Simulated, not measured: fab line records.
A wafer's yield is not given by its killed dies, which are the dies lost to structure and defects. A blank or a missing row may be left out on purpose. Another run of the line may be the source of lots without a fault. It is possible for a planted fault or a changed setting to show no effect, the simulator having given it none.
Split-lot trial || flow berkeley_cmos170 || on a route of 331 steps: 5 lots, 23 wafers read

== ABOUT THE SPLIT ==
At UCB170_NWELL_CVD_04 (deposits Si3N4 from SiH2Cl2/NH3, target thk 224 nm, time 3360 s), the setting sih2cl2_flow_sccm was moved away from the recipe's 25 sccm on 20 of the 23 wafers read, by -4.2% to +14.0%. For the rest of the wafers, this setting stayed at what the recipe calls for.

The split's own step is where the reading is taken.

== THE READING ==
Si3N4_of_NWELL_CVD_04.thk_nm (the simulator's own value, which no gauge read), in nm, at UCB170_NWELL_CVD_04 (deposits Si3N4 from SiH2Cl2/NH3, target thk 224 nm, time 3360 s). No usual value for it is given in the file. Across the 3 wafers here that went through the recipe, the average is 226.5 nm and the standard deviation 0.93 nm.

{"wafer": "L075.1", "tool, chamber at the split": "-, -", "sih2cl2_flow_sccm as run, sccm": 23.95, "against the recipe": "-4.2%", "Si3N4_of_NWELL_CVD_04.thk_nm, nm": 219.7, "against lot-mates on the recipe": "no lot-mate on the recipe"}
{"wafer": "L075.2", "tool, chamber at the split": "-, -", "sih2cl2_flow_sccm as run, sccm": 23.95, "against the recipe": "-4.2%", "Si3N4_of_NWELL_CVD_04.thk_nm, nm": 218.1, "against lot-mates on the recipe": "no lot-mate on the recipe"}
{"wafer": "L075.3", "tool, chamber at the split": "-, -", "sih2cl2_flow_sccm as run, sccm": 23.95, "against the recipe": "-4.2%", "Si3N4_of_NWELL_CVD_04.thk_nm, nm": 219.1, "against lot-mates on the recipe": "no lot-mate on the recipe"}
{"wafer": "L075.4", "tool, chamber at the split": "-, -", "sih2cl2_flow_sccm as run, sccm": 23.95, "against the recipe": "-4.2%", "Si3N4_of_NWELL_CVD_04.thk_nm, nm": 217.5, "against lot-mates on the recipe": "no lot-mate on the recipe"}
{"wafer": "L075.6", "tool, chamber at the split": "-, -", "sih2cl2_flow_sccm as run, sccm": 23.95, "against the recipe": "-4.2%", "Si3N4_of_NWELL_CVD_04.thk_nm, nm": 217.2, "against lot-mates on the recipe": "no lot-mate on the recipe"}
{"wafer": "L076.2", "tool, chamber at the split": "-, -", "sih2cl2_flow_sccm as run, sccm": 26.89, "against the recipe": "+7.6%", "Si3N4_of_NWELL_CVD_04.thk_nm, nm": 230, "against lot-mates on the recipe": "no lot-mate on the recipe"}
{"wafer": "L076.3", "tool, chamber at the split": "-, -", "sih2cl2_flow_sccm as run, sccm": 26.89, "against the recipe": "+7.6%", "Si3N4_of_NWELL_CVD_04.thk_nm, nm": 227.4, "against lot-mates on the recipe": "no lot-mate on the recipe"}
{"wafer": "L076.4", "tool, chamber at the split": "-, -", "sih2cl2_flow_sccm as run, sccm": 26.89, "against the recipe": "+7.6%", "Si3N4_of_NWELL_CVD_04.thk_nm, nm": 228.8, "against lot-mates on the recipe": "no lot-mate on the recipe"}
{"wafer": "L076.5", "tool, chamber at the split": "-, -", "sih2cl2_flow_sccm as run, sccm": 26.89, "against the recipe": "+7.6%", "Si3N4_of_NWELL_CVD_04.thk_nm, nm": 229.9, "against lot-mates on the recipe": "no lot-mate on the recipe"}
{"wafer": "L076.6", "tool, chamber at the split": "-, -", "sih2cl2_flow_sccm as run, sccm": 26.89, "against the recipe": "+7.6%", "Si3N4_of_NWELL_CVD_04.thk_nm, nm": 229.9, "against lot-mates on the recipe": "no lot-mate on the recipe"}
{"wafer": "L078.2", "tool, chamber at the split": "-, -", "sih2cl2_flow_sccm as run, sccm": 28.49, "against the recipe": "+14.0%", "Si3N4_of_NWELL_CVD_04.thk_nm, nm": 238.1, "against lot-mates on the recipe": "no lot-mate on the recipe"}
{"wafer": "L078.5", "tool, chamber at the split": "-, -", "sih2cl2_flow_sccm as run, sccm": 28.49, "against the recipe": "+14.0%", "Si3N4_of_NWELL_CVD_04.thk_nm, nm": 238.1, "against lot-mates on the recipe": "no lot-mate on the recipe"}
{"wafer": "L078.3", "tool, chamber at the split": "-, -", "sih2cl2_flow_sccm as run, sccm": 28.49, "against the recipe": "+14.0%", "Si3N4_of_NWELL_CVD_04.thk_nm, nm": 237, "against lot-mates on the recipe": "no lot-mate on the recipe"}
{"wafer": "L078.4", "tool, chamber at the split": "-, -", "sih2cl2_flow_sccm as run, sccm": 28.49, "against the recipe": "+14.0%", "Si3N4_of_NWELL_CVD_04.thk_nm, nm": 237, "against lot-mates on the recipe": "no lot-mate on the recipe"}
{"wafer": "L078.6", "tool, chamber at the split": "-, -", "sih2cl2_flow_sccm as run, sccm": 28.49, "against the recipe": "+14.0%", "Si3N4_of_NWELL_CVD_04.thk_nm, nm": 237.2, "against lot-mates on the recipe": "no lot-mate on the recipe"}
{"wafer": "L081.1", "tool, chamber at the split": "lpcvd-01, 1", "sih2cl2_flow_sccm as run, sccm": 25, "against the recipe": "recipe", "Si3N4_of_NWELL_CVD_04.thk_nm, nm": 225.7, "against lot-mates on the recipe": "-"}
{"wafer": "L081.3", "tool, chamber at the split": "lpcvd-01, 1", "sih2cl2_flow_sccm as run, sccm": 25, "against the recipe": "recipe", "Si3N4_of_NWELL_CVD_04.thk_nm, nm": 227.8, "against lot-mates on the recipe": "-"}
{"wafer": "L081.4", "tool, chamber at the split": "lpcvd-01, 1", "sih2cl2_flow_sccm as run, sccm": 25, "against the recipe": "recipe", "Si3N4_of_NWELL_CVD_04.thk_nm, nm": 226, "against lot-mates on the recipe": "-"}
{"wafer": "L084.1", "tool, chamber at the split": "-, -", "sih2cl2_flow_sccm as run, sccm": 26.13, "against the recipe": "+4.5%", "Si3N4_of_NWELL_CVD_04.thk_nm, nm": 224.5, "against lot-mates on the recipe": "no lot-mate on the recipe"}
{"wafer": "L084.2", "tool, chamber at the split": "-, -", "sih2cl2_flow_sccm as run, sccm": 26.13, "against the recipe": "+4.5%", "Si3N4_of_NWELL_CVD_04.thk_nm, nm": 224.3, "against lot-mates on the recipe": "no lot-mate on the recipe"}
{"wafer": "L084.3", "tool, chamber at the split": "-, -", "sih2cl2_flow_sccm as run, sccm": 26.13, "against the recipe": "+4.5%", "Si3N4_of_NWELL_CVD_04.thk_nm, nm": 226.5, "against lot-mates on the recipe": "no lot-mate on the recipe"}
{"wafer": "L084.5", "tool, chamber at the split": "-, -", "sih2cl2_flow_sccm as run, sccm": 26.13, "against the recipe": "+4.5%", "Si3N4_of_NWELL_CVD_04.thk_nm, nm": 224.8, "against lot-mates on the recipe": "no lot-mate on the recipe"}
{"wafer": "L084.6", "tool, chamber at the split": "-, -", "sih2cl2_flow_sccm as run, sccm": 26.13, "against the recipe": "+4.5%", "Si3N4_of_NWELL_CVD_04.thk_nm, nm": 224.4, "against lot-mates on the recipe": "no lot-mate on the recipe"}

THE FIT
A straight line over all 23 wafers: Si3N4_of_NWELL_CVD_04.thk_nm changes by +0.978 nm for each +1% of sih2cl2_flow_sccm; r = +0.95; the points scatter about the line by 2.1 nm.
Too few moved wafers with a lot-mate on the recipe to fit a line net of each lot's own level.

== THE FILE'S OWN FIT ==
Si3N4_of_NWELL_CVD_04.thk_nm changes by +0.977 nm for each +1% of sih2cl2_flow_sccm, r = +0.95.
